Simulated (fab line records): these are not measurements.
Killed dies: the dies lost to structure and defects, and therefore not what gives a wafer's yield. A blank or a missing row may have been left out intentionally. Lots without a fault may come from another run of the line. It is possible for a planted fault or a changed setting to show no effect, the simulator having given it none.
Which tool was responsible? :: flow rit-cmos :: 14 lots, 42 wafers sampled, at 2 steps of a route of 202

## WHAT EACH GAUGE READ, for each wafer
RIT_CONTACT_THK_MEAS_01.
lot: L814
measured: day 3 03:55
on: film-metro-03
CONTACT_TEOS_THK (nm): 396 387 399

lot: L815
measured: day 3 08:59
on: film-metro-03
CONTACT_TEOS_THK (nm): 403 401 400

lot: L817
measured: day 3 19:20
on: film-metro-03
CONTACT_TEOS_THK (nm): 398 404 407

lot: L821
measured: day 4 14:41
on: film-metro-01
CONTACT_TEOS_THK (nm): 400 393 399

lot: L822
measured: day 4 19:22
on: film-metro-04
CONTACT_TEOS_THK (nm): 392 394 407

lot: L823
measured: day 5 00:47
on: film-metro-04
CONTACT_TEOS_THK (nm): 398 440 400

lot: L824
measured: day 5 04:36
on: film-metro-03
CONTACT_TEOS_THK (nm): 404 398 408

lot: L826
measured: day 5 13:49
on: film-metro-03
CONTACT_TEOS_THK (nm): 399 443 403

lot: L830
measured: day 6 10:09
on: film-metro-01
CONTACT_TEOS_THK (nm): 400 404 394

lot: L831
measured: day 6 16:03
on: film-metro-01
CONTACT_TEOS_THK (nm): 385 389 389

lot: L833
measured: day 7 00:52
on: film-metro-01
CONTACT_TEOS_THK (nm): 385 393 391

lot: L834
measured: day 7 06:17
on: film-metro-04
CONTACT_TEOS_THK (nm): 388 397 399

lot: L836
measured: day 7 16:10
on: film-metro-01
CONTACT_TEOS_THK (nm): 388 392 399

lot: L837
measured: day 7 23:58
on: film-metro-01
CONTACT_TEOS_THK (nm): 391 398 397

## TOOL THAT RAN EACH LOT (tool first, then ch and the chambers of the sampled wafers, then the start)
lot: L814
RIT_CONTACT_CVD_00: pecvd-03 ch 0,1,2, day 3 03:51

lot: L815
RIT_CONTACT_CVD_00: pecvd-02 ch 0,2, day 3 08:55

lot: L817
RIT_CONTACT_CVD_00: pecvd-03 ch 1,2, day 3 19:17

lot: L821
RIT_CONTACT_CVD_00: pecvd-04 ch 0,1,2, day 4 14:38

lot: L822
RIT_CONTACT_CVD_00: pecvd-02 ch 0,2, day 4 19:16

lot: L823
RIT_CONTACT_CVD_00: pecvd-03 ch 0,1, day 5 00:44

lot: L824
RIT_CONTACT_CVD_00: pecvd-04 ch 0,1, day 5 04:33

lot: L826
RIT_CONTACT_CVD_00: pecvd-03 ch 0,1,2, day 5 13:45

lot: L830
RIT_CONTACT_CVD_00: pecvd-04 ch 0,1,2, day 6 10:05

lot: L831
RIT_CONTACT_CVD_00: pecvd-02 ch 0,1, day 6 16:00

lot: L833
RIT_CONTACT_CVD_00: pecvd-04 ch 0,2, day 7 00:49

lot: L834
RIT_CONTACT_CVD_00: pecvd-02 ch 1,2, day 7 06:14

lot: L836
RIT_CONTACT_CVD_00: pecvd-04 ch 0,1, day 7 16:07

lot: L837
RIT_CONTACT_CVD_00: pecvd-02 ch 0,1,2, day 7 23:55
- RIT_CONTACT_CVD_00: deposits SiO2 from TEOS, target thk 400 nm, time 61 s.

## AS READ BY THE TOOLS THEMSELVES (means over the sampled wafers that have a number; for cases with no such wafer, the mark the record gives instead)
RIT_CONTACT_CVD_00.
lot: L814
tool: pecvd-03
heater-power-w (W): 318
rf-fwd-power-W (W): 396.1

lot: L815
tool: pecvd-02
heater-power-w (W): 322
rf-fwd-power-W (W): 397.8

lot: L817
tool: pecvd-03
heater-power-w (W): 290
rf-fwd-power-W (W): 395.8

lot: L821
tool: pecvd-04
heater-power-w (W): 328
rf-fwd-power-W (W): 396.3

lot: L822
tool: pecvd-02
heater-power-w (W): 313
rf-fwd-power-W (W): 397.2

lot: L823
tool: pecvd-03
heater-power-w (W): 322
rf-fwd-power-W (W): 450.4

lot: L824
tool: pecvd-04
heater-power-w (W): 351
rf-fwd-power-W (W): 397.6

lot: L826
tool: pecvd-03
heater-power-w (W): 290
rf-fwd-power-W (W): 450.2

lot: L830
tool: pecvd-04
heater-power-w (W): 371
rf-fwd-power-W (W): 396.1

lot: L831
tool: pecvd-02
heater-power-w (W): 290
rf-fwd-power-W (W): 396.5

lot: L833
tool: pecvd-04
heater-power-w (W): 373
rf-fwd-power-W (W): 395.9

lot: L834
tool: pecvd-02
heater-power-w (W): 316
rf-fwd-power-W (W): 396.6

lot: L836
tool: pecvd-04
heater-power-w (W): 314
rf-fwd-power-W (W): 396.7

lot: L837
tool: pecvd-02
heater-power-w (W): 326
rf-fwd-power-W (W): 397.2

## THE ANSWER, worked out from the rows above alone
Rule: what is usual is taken from the lots themselves. The widest of any qualifying gaps counts: lots, ordered by their means at a reading, are off when they make up no more than a third of the lots, leave a main group of 4 or more, and stand apart from it by 3 or more times the standard deviation of that group's means. The tables above print the reading to a certain number of digits; a main group whose means all agree to those digits is not used. A lot without any number at a reading at which 4 lots or more have one is off too. Where the step has rows for the other lots, those lots are counted as sound. The gauges are gone through in route order, then the tools' own readings, and for those a lot's mean is taken as printed above. The first step at which some lot is off is used, and at that step the reading that is off furthest; a lot without a number counts as furthest.
Off: L823, L826, at RIT_CONTACT_CVD_00 (rf-fwd-power-W). For the main group the mean is 396.6 W and the standard deviation 0.64.
If a tool, at that step or one of the process steps before it, ran each lot that is off and ran no sound lot following the first of them, it fits. One fits: pecvd-03 at RIT_CONTACT_CVD_00. Its last sound lot is L817 (day 3 19:17), its first lot that is off L823 (day 5 00:44): a fault that began between those two fits.
The tool's own readings at RIT_CONTACT_CVD_00 bear it out: on the lots that are off they differ by more than 5 times the standard deviation of the sound lots' means. rf-fwd-power-W reads 450.3 W there against 396.6 W on the sound lots.

## WHAT WAS PUT IN BY THE SIMULATOR
pecvd-03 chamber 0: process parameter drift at RIT_CONTACT_CVD_00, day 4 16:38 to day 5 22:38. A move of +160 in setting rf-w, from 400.
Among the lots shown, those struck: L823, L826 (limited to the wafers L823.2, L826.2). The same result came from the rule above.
